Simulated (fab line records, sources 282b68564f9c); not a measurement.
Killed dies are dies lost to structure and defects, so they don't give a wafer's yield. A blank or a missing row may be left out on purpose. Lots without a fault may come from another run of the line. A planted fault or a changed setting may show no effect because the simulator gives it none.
A struck lot beside a sound one | flow rit_cmos | 19 steps out of a route of 202
Sound: wafers L285.3, L285.4, L285.5. Struck: wafers L279.1, L279.2, L279.5. The cause comes at the end.
At each step with rows: each side's tool, then ch and its chambers, then its first start. Under that, the readings that differ: sound wafers | struck wafers | difference of the means | sigmas: that difference in standard deviations of wafers without a fault.
alike: readings whose means differ by less than 2 such deviations, and words and numbers that are the same on both sides. not compared: withheld readings, readings that some wafer has no value for, bounds like >300 that may hide the same value, and numbers for which the record gives no deviation and whose values overlap.
The two part at a step that has a row with sigmas, a row that says differs or no value, or rows on one side only. Numbers that don't overlap but have no deviation are shown without sigmas and don't part them. A reading that every wafer of one side lacks parts them only if that side has two wafers or more.

RIT_SDANNEAL_RS_MEAS_06: measures by four-point-probe.
  sound on film_metro-01, day 6 05:22; struck on film_metro-02, day 4 22:56
  alike: PLDD_RS
RIT_SDANNEAL_RS_MEAS_07: measures by four-point-probe.
  sound on film_metro-01, day 6 05:29; struck on film_metro-02, day 4 23:03
  alike: NLDD_RS
then, 1 step without rows for these wafers: RIT_SILICIDE_WET_ETCH_00 (etches SiO2 in BOE, target depth 14 nm, time 15 s).
RIT_SILICIDE_SPUTTER_01: material Ti, target thk 30 nm, time 240 s.
  sound on pvd_sputter-03, day 6 05:35; struck on pvd_sputter-04, day 4 23:11
  reading                | sound          | struck         | difference | sigmas
  throttle_valve_pct (%) | 28.7 28.1 28.0 | 29.6 30.5 29.2 | +1.5       | +2
RIT_SILICIDE_RS_MEAS_02: measures by four-point-probe.
  sound on film_metro-04, day 6 05:46; struck on film_metro-03, day 4 23:20
  reading                 | sound          | struck         | difference | sigmas
  SILICIDE_TI_RS (ohm/sq) | 44.0 44.1 43.9 | 45.7 45.3 44.9 | +1.3       | +2
RIT_SILICIDE_THK_MEAS_03: measures by xrf.
  sound on film_metro-04, day 6 05:52; struck on film_metro-03, day 4 23:27
  alike: SILICIDE_TI_THK
RIT_SILICIDE_RTA_04: time 10 s, ramp up 5 s, ramp down 5 s.
  sound on rtp_anneal-01 ch 0, day 6 05:56; struck on rtp_anneal-01 ch 0, day 4 23:31
  alike: wafer_temp_C_max
then, 1 step without rows for these wafers: RIT_SILICIDE_WET_ETCH_05 (etches Ti in SPM, time 120 s).
RIT_SILICIDE_RTA_06: time 10 s, ramp up 5 s, ramp down 10 s.
  sound on rtp_anneal-02 ch 0, day 6 06:03; struck on rtp_anneal-02 ch 0, day 4 23:37
  alike: wafer_temp_C_max
RIT_CONTACT_CVD_00: deposits SiO2 from TEOS, target thk 400 nm, time 61 s.
  sound on pecvd-01 ch 0,1, day 6 06:05; struck on pecvd-01 ch 0,1, day 4 23:41
  alike: heater_power_w
RIT_CONTACT_THK_MEAS_01:
  sound on film_metro-04, day 6 06:10; struck on film_metro-04, day 4 23:44
  alike: CONTACT_TEOS_THK
then, 1 step without rows for these wafers: RIT_CONTACT_HMDS_02 (prime time 60 s).
RIT_CONTACT_COAT_03: resist thk 1000 nm.
  sound on litho_track-02 ch 0, day 6 06:37; struck on litho_track-02, day 5 00:06
  no value came back on the struck wafers for chill_plate_temp_C (C), dispense_pressure_kPa (kPa); on the sound wafers chill_plate_temp_C (C) reads 22.88 22.91 22.88
then, 4 steps without rows for these wafers: RIT_CONTACT_SOFTBAKE_04 (time 60 s); RIT_CONTACT_EXPOSE_05 (exposes mask M11, target cd 1000 nm); RIT_CONTACT_PEB_06; RIT_CONTACT_DEVELOP_07 (develop time 120 s).
RIT_CONTACT_CD_MEAS_08: target cd 1000 nm.
  sound on cd_sem-01, day 6 07:25; struck on cd_sem-01, day 5 01:10
  reading    | sound             | struck | difference                    | sigmas
  cd_nm (nm) | 994.4 996.2 996.1 | - - -  | no value on the struck wafers |
RIT_CONTACT_OVL_MEAS_09:
  sound on overlay-01, day 6 07:31; struck on overlay-01, day 5 01:17
  reading          | sound         | struck | difference                    | sigmas
  CONTACT_OVL (nm) | 0.8 -0.6 -0.9 | - - -  | no value on the struck wafers |

WHERE THEY PART
First at RIT_SILICIDE_SPUTTER_01; last, within this record, at RIT_CONTACT_OVL_MEAS_09.

WHY: what the simulator had put in
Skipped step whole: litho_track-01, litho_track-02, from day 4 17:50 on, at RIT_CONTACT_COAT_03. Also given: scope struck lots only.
